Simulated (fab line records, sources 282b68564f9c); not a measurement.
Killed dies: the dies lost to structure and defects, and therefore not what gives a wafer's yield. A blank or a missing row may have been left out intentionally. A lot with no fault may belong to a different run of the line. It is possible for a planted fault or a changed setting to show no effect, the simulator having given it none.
Which tool was responsible? || flow rit cmos || 15 lots with 44 wafers sampled at 2 steps, on a route of 202 steps

== WHAT EACH GAUGE READ, for each wafer ==
RIT_CONTACT_OVL_MEAS_09.
{"lot": "L719", "measured": "day 3 16:05", "on": "overlay-01", "CONTACT_OVL (nm)": "-0.9 -1.1 -4.0"}
{"lot": "L720", "measured": "day 3 20:30", "on": "overlay-02", "CONTACT_OVL (nm)": "-2.0 0.0 -2.6"}
{"lot": "L721", "measured": "day 4 04:25", "on": "overlay-02", "CONTACT_OVL (nm)": "-4.6 -3.5 -2.9"}
{"lot": "L723", "measured": "day 4 12:04", "on": "overlay-02", "CONTACT_OVL (nm)": "-0.4 -2.1 -2.6"}
{"lot": "L724", "measured": "day 4 14:53", "on": "overlay-02", "CONTACT_OVL (nm)": "-0.4 0.3 1.4"}
{"lot": "L726", "measured": "day 5 01:39", "on": "overlay-01", "CONTACT_OVL (nm)": "0.0 -2.7 -1.6"}
{"lot": "L728", "measured": "day 5 08:34", "on": "overlay-02", "CONTACT_OVL (nm)": "0.0 -0.5 -0.8"}
{"lot": "L730", "measured": "day 5 20:16", "on": "overlay-02", "CONTACT_OVL (nm)": "-0.4 0.9 -0.9"}
{"lot": "L732", "measured": "day 6 02:41", "on": "overlay-01", "CONTACT_OVL (nm)": "0.9 -0.8 1.5"}
{"lot": "L733", "measured": "day 6 13:09", "on": "overlay-01", "CONTACT_OVL (nm)": "-1.7 0.0 0.4"}
{"lot": "L736", "measured": "day 7 03:43", "on": "overlay-02", "CONTACT_OVL (nm)": "-2.0 -4.1 0.3"}
{"lot": "L737", "measured": "day 7 06:22", "on": "overlay-01", "CONTACT_OVL (nm)": "-149.5 -149.8 -150.5"}
{"lot": "L738", "measured": "day 7 13:49", "on": "overlay-02", "CONTACT_OVL (nm)": "-151.1 -150.7"}
{"lot": "L739", "measured": "day 7 19:02", "on": "overlay-01", "CONTACT_OVL (nm)": "-149.8 -148.6 -148.5"}
{"lot": "L741", "measured": "day 8 04:04", "on": "overlay-01", "CONTACT_OVL (nm)": "-0.4 0.8 -0.3"}

== WHAT TOOL EACH LOT RAN ON (gives the tool, then ch and the chambers of the sampled wafers, and finally the start) ==
{"lot": "L719", "RIT_CONTACT_EXPOSE_05": "iline stepper-01 ch 0, day 3 15:28"}
{"lot": "L720", "RIT_CONTACT_EXPOSE_05": "iline stepper-02 ch 0, day 3 19:52"}
{"lot": "L721", "RIT_CONTACT_EXPOSE_05": "iline stepper-01 ch 0, day 4 03:47"}
{"lot": "L723", "RIT_CONTACT_EXPOSE_05": "iline stepper-01 ch 0, day 4 11:26"}
{"lot": "L724", "RIT_CONTACT_EXPOSE_05": "iline stepper-02 ch 0, day 4 14:07"}
{"lot": "L726", "RIT_CONTACT_EXPOSE_05": "iline stepper-02 ch 0, day 5 01:02"}
{"lot": "L728", "RIT_CONTACT_EXPOSE_05": "iline stepper-02 ch 0, day 5 07:55"}
{"lot": "L730", "RIT_CONTACT_EXPOSE_05": "iline stepper-02 ch 0, day 5 19:38"}
{"lot": "L732", "RIT_CONTACT_EXPOSE_05": "iline stepper-02 ch 0, day 6 02:03"}
{"lot": "L733", "RIT_CONTACT_EXPOSE_05": "iline stepper-01 ch 0, day 6 12:32"}
{"lot": "L736", "RIT_CONTACT_EXPOSE_05": "iline stepper-01 ch 0, day 7 03:05"}
{"lot": "L737", "RIT_CONTACT_EXPOSE_05": "iline stepper-01 ch 0, day 7 05:46"}
{"lot": "L738", "RIT_CONTACT_EXPOSE_05": "iline stepper-01 ch 0, day 7 13:13"}
{"lot": "L739", "RIT_CONTACT_EXPOSE_05": "iline stepper-01 ch 0, day 7 18:23"}
{"lot": "L741", "RIT_CONTACT_EXPOSE_05": "iline stepper-02 ch 0, day 8 03:26"}
- RIT_CONTACT_EXPOSE_05: exposes mask M11, target cd 1000 nm.

== WHAT THE TOOLS THEMSELVES READ (means of the sampled wafers that have a number; where no wafer has one, the mark that the record gives instead) ==
RIT_CONTACT_EXPOSE_05.
{"lot": "L719", "tool": "iline stepper-01", "exposure dose mJ cm2": 250.24, "focus offset nm (nm)": 0.1}
{"lot": "L720", "tool": "iline stepper-02", "exposure dose mJ cm2": 249.72, "focus offset nm (nm)": -0.3}
{"lot": "L721", "tool": "iline stepper-01", "exposure dose mJ cm2": 249.99, "focus offset nm (nm)": 1.1}
{"lot": "L723", "tool": "iline stepper-01", "exposure dose mJ cm2": 249.84, "focus offset nm (nm)": 0.7}
{"lot": "L724", "tool": "iline stepper-02", "exposure dose mJ cm2": 249.69, "focus offset nm (nm)": 0.8}
{"lot": "L726", "tool": "iline stepper-02", "exposure dose mJ cm2": 250.09, "focus offset nm (nm)": 0.4}
{"lot": "L728", "tool": "iline stepper-02", "exposure dose mJ cm2": 250.23, "focus offset nm (nm)": 0.6}
{"lot": "L730", "tool": "iline stepper-02", "exposure dose mJ cm2": 249.62, "focus offset nm (nm)": -0.1}
{"lot": "L732", "tool": "iline stepper-02", "exposure dose mJ cm2": 249.90, "focus offset nm (nm)": -0.2}
{"lot": "L733", "tool": "iline stepper-01", "exposure dose mJ cm2": 249.55, "focus offset nm (nm)": -0.0}
{"lot": "L736", "tool": "iline stepper-01", "exposure dose mJ cm2": 249.82, "focus offset nm (nm)": -0.4}
{"lot": "L737", "tool": "iline stepper-01", "exposure dose mJ cm2": 249.58, "focus offset nm (nm)": -0.3}
{"lot": "L738", "tool": "iline stepper-01", "exposure dose mJ cm2": 250.11, "focus offset nm (nm)": 0.2}
{"lot": "L739", "tool": "iline stepper-01", "exposure dose mJ cm2": 249.83, "focus offset nm (nm)": -0.6}
{"lot": "L741", "tool": "iline stepper-02", "exposure dose mJ cm2": 250.15, "focus offset nm (nm)": -0.7}

== THE ANSWER, worked out from the rows above alone ==
Rule: usual is defined by the lots themselves. Put in order of their means at a reading, lots are off if they are a third of the lots or fewer, leave a main group of 4 or more, and stand apart from it by a gap of 3 or more times the standard deviation of the main group's means; of several such gaps the widest counts. Not used: any main group whose means are identical at the precision the tables above print for the reading. Also off: a lot with no number at a reading for which 4 or more lots have one. The other lots that the step has rows for count as sound. First the gauges in route order, then the tools' own readings, where a lot's mean is used as printed above. The first step at which some lot is off is used, and at that step the reading that is off furthest; a lot without a number counts as furthest.
Off: L737, L738, L739, at RIT_CONTACT_OVL_MEAS_09 (CONTACT_OVL). For the main group the mean is -1.0 nm and the standard deviation 1.2.
If a tool, at a process step before that reading, ran all the lots that are off and no sound lot after the first of them, it fits. The gauges at RIT_CONTACT_OVL_MEAS_09 are tried like those tools. One fits: RIT_CONTACT_EXPOSE_05 on iline stepper-01. A fault onset in the window from L736 (day 7 03:05, its last sound lot) to L737 (day 7 05:46, its first lot off) fits.

== WHAT THE SIMULATOR HAD INSERTED ==
Scanner matching overlay: iline stepper-01, from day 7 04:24 on, at RIT_CONTACT_EXPOSE_05. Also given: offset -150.
Lots struck among those shown: L737, L738, L739. This agrees with what the rule above found.
